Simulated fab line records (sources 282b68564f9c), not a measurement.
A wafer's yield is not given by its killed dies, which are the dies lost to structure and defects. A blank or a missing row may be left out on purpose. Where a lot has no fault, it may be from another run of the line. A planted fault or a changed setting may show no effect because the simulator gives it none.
Comparing a struck lot with a sound one	flow rit_cmos	28 steps out of a route of 202
Sound: the wafers L822.1, L822.3, L822.6. Struck: wafers L824.2, L824.4, L824.6. The cause is given at the end.
For every step that has rows: the tool of each side, followed by ch and its chambers, followed by its first start. Under that, the readings that differ: sound wafers	struck wafers	difference of the means	sigmas: that difference in standard deviations of wafers without a fault.
alike: readings whose means differ by less than 2 such deviations, and words and numbers that are the same on both sides. not compared: withheld readings, readings that some wafer has no value for, bounds like >300 that may hide the same value, and numbers for which the record gives no deviation and whose values overlap.
Wherever a step has rows on one side only, a row that says differs or no value, or a row with sigmas, the two part there. Non-overlapping numbers with no deviation appear without sigmas and do not part them. A reading missing from all wafers of one side parts the sides only when that side holds two or more wafers.

RIT_ACTIVE_BOW_MEAS_00:
  struck on film_metro-02, day 3 02:01; sound on film_metro-04, day 2 16:00
  alike: INCOMING_BOW
RIT_ACTIVE_OXIDATION_01: target thk 46.8 nm, ox time 3360 s.
  sound on furnace-01 ch 0, day 2 19:08; struck on furnace-01 ch 0, day 3 02:07
reading	sound	struck	difference	sigmas
model.SiO2_of_ACTIVE_OXIDATION_01.thk_nm (nm)	44.55 43.83 44.14	58.07 58.51 57.51	+13.86	
  alike: zone_power_centre_pct
RIT_ACTIVE_THK_MEAS_02:
  struck on film_metro-02, day 3 04:04; sound on film_metro-03, day 2 21:05
reading	sound	struck	difference	sigmas
ACTIVE_OXIDE_THK (nm)	44.6 43.8 44.1	58.0 58.5 57.5	+13.8	+15
then, 1 step without rows for these wafers: RIT_ACTIVE_CVD_03 (deposits Si3N4 from SiH2Cl2/NH3, target thk 150 nm, time 1500 s).
RIT_ACTIVE_THK_MEAS_04:
  struck on film_metro-04, day 3 05:32; sound on film_metro-02, day 2 22:34
  alike: ACTIVE_NITRIDE_THK
then, 6 steps without rows for these wafers: RIT_ACTIVE_HMDS_05 (prime time 60 s); RIT_ACTIVE_COAT_06 (resist thk 1000 nm); RIT_ACTIVE_SOFTBAKE_07 (time 60 s); RIT_ACTIVE_EXPOSE_08 (exposes mask M1, target cd 1400 nm); RIT_ACTIVE_PEB_09; RIT_ACTIVE_DEVELOP_10 (develop time 50 s).
RIT_ACTIVE_CD_MEAS_11 targets a cd of 1400 nm.
  struck on cd_sem-02, day 3 06:28; sound on cd_sem-01, day 2 23:36
  alike: cd_nm
then, 1 step without rows for these wafers: RIT_ACTIVE_HARDBAKE_12 (time 60 s).
RIT_ACTIVE_ETCH_13: etches Si3N4 in SF6, stops on SiO2, time 210 s, target depth 210 nm.
  sound on rie_diel-01 ch 0,3, day 2 23:52; struck on rie_diel-01 ch 2,3, day 3 06:43
  alike: chamber_pressure_mTorr, drypump_motor_current_A, oes_product_au, throttle_valve_pct
  not compared: rf_hours_counter_h
RIT_ACTIVE_STRIP_14: strips in O2, time 180 s.
  sound on plasma_asher-02 ch 0,1, day 3 00:00; struck on plasma_asher-01 ch 0,1, day 3 06:50
  alike: chamber_pressure_mTorr, drypump_motor_current_A, rf_refl_power_W
  not compared: rf_hours_counter_h
RIT_ACTIVE_CD_MEAS_90 targets a cd of 1400 nm.
  struck on cd_sem-02, day 3 07:02; sound on cd_sem-02, day 3 00:11
  alike: cd_nm
then, 4 steps without rows for these wafers: RIT_ACTIVE_CLEAN_15 (cleans in SC1, time 600 s); RIT_ACTIVE_CLEAN_16 (cleans in dHF, time 30 s); RIT_ACTIVE_CLEAN_17 (cleans in SC2, time 600 s); RIT_FOX1_OXIDATION_00 (target thk 350.7 nm, ox time 1130 s).
RIT_FOX1_THK_MEAS_01:
  struck on film_metro-01, day 3 10:25; sound on film_metro-01, day 3 01:59
  alike: FOX1_OXIDE_THK
then, 2 steps without rows for these wafers: RIT_FOX1_WET_ETCH_02 (etches SiO2 in BOE, target depth 350 nm, time 390 s); RIT_FOX2_OXIDATION_00 (target thk 350.7 nm, ox time 1130 s).
RIT_FOX2_THK_MEAS_01:
  struck on film_metro-01, day 3 12:59; sound on film_metro-02, day 3 04:58
  alike: FOX2_OXIDE_THK
then, 1 step without rows for these wafers: RIT_FOX2_CLEAN_02 (cleans in dHF, time 180 s).
RIT_FOX2_WET_ETCH_03: etches Si3N4 in H3PO4, target depth 195 nm, time 2700 s.
  sound on wet_bench-01 ch 3, day 3 05:05; struck on wet_bench-04 ch 0, day 3 13:06
reading	sound	struck	difference	sigmas
model.SiO2_of_ACTIVE_OXIDATION_01.thk_nm (nm)	39.4 38.46 39.05	51.11 52.12 51.23	+12.52	
RIT_FOX2_THK_MEAS_90:
  struck on film_metro-01, day 3 13:56; sound on film_metro-01, day 3 05:50
  alike: FIELD_OXIDE_LEFT_1_THK
RIT_M1_PROBE_99:
  struck on prober-02, day 5 10:35; sound on prober-01, day 4 20:41
reading	sound	struck	difference	sigmas
model.etest.nldd.width_nm (nm)	3207 3217 3207	3042 3056 3041	-164	
model.etest.pldd.width_nm (nm)	3215 3239 3223	3036 3049 3055	-179	
model.etest.pplus_sal.width_nm (nm)	3464 3475 3481	3413 3407 3397	-68	
model.etest.nplus_sal.width_nm (nm)	3463 3490 3476	3401 3409 3366	-84	
model.etest.nmos_0p3.r_on_ohm_um	2124 2096 2106	2252 2221 2196	+114	
model.etest.nmos_narrow.drive_ua_um	238.3 244.1 239.9	192.3 198.8 199.3	-44.0	
model.etest.pmos_narrow.drive_ua_um	107 109.1 107.3	87.78 91.02 92.78	-17.27	
model.etest.nmos_0p3.drive_ua_um	234.2 234.9 230.9	216.7 221.8 222	-13.2	
  alike: killed_at_contacts, killed_at_front_end, killed_dies, killed_open, killed_short

== WHERE THEY PART ==
RIT_ACTIVE_THK_MEAS_02 only, going by this record. Later steps at which nothing parts them and some readings are alike: RIT_ACTIVE_THK_MEAS_04, RIT_ACTIVE_CD_MEAS_11, RIT_ACTIVE_ETCH_13, RIT_ACTIVE_STRIP_14, RIT_ACTIVE_CD_MEAS_90, RIT_FOX1_THK_MEAS_01, RIT_FOX2_THK_MEAS_01, RIT_FOX2_THK_MEAS_90, RIT_M1_PROBE_99.

WHY: the cause the simulator had injected
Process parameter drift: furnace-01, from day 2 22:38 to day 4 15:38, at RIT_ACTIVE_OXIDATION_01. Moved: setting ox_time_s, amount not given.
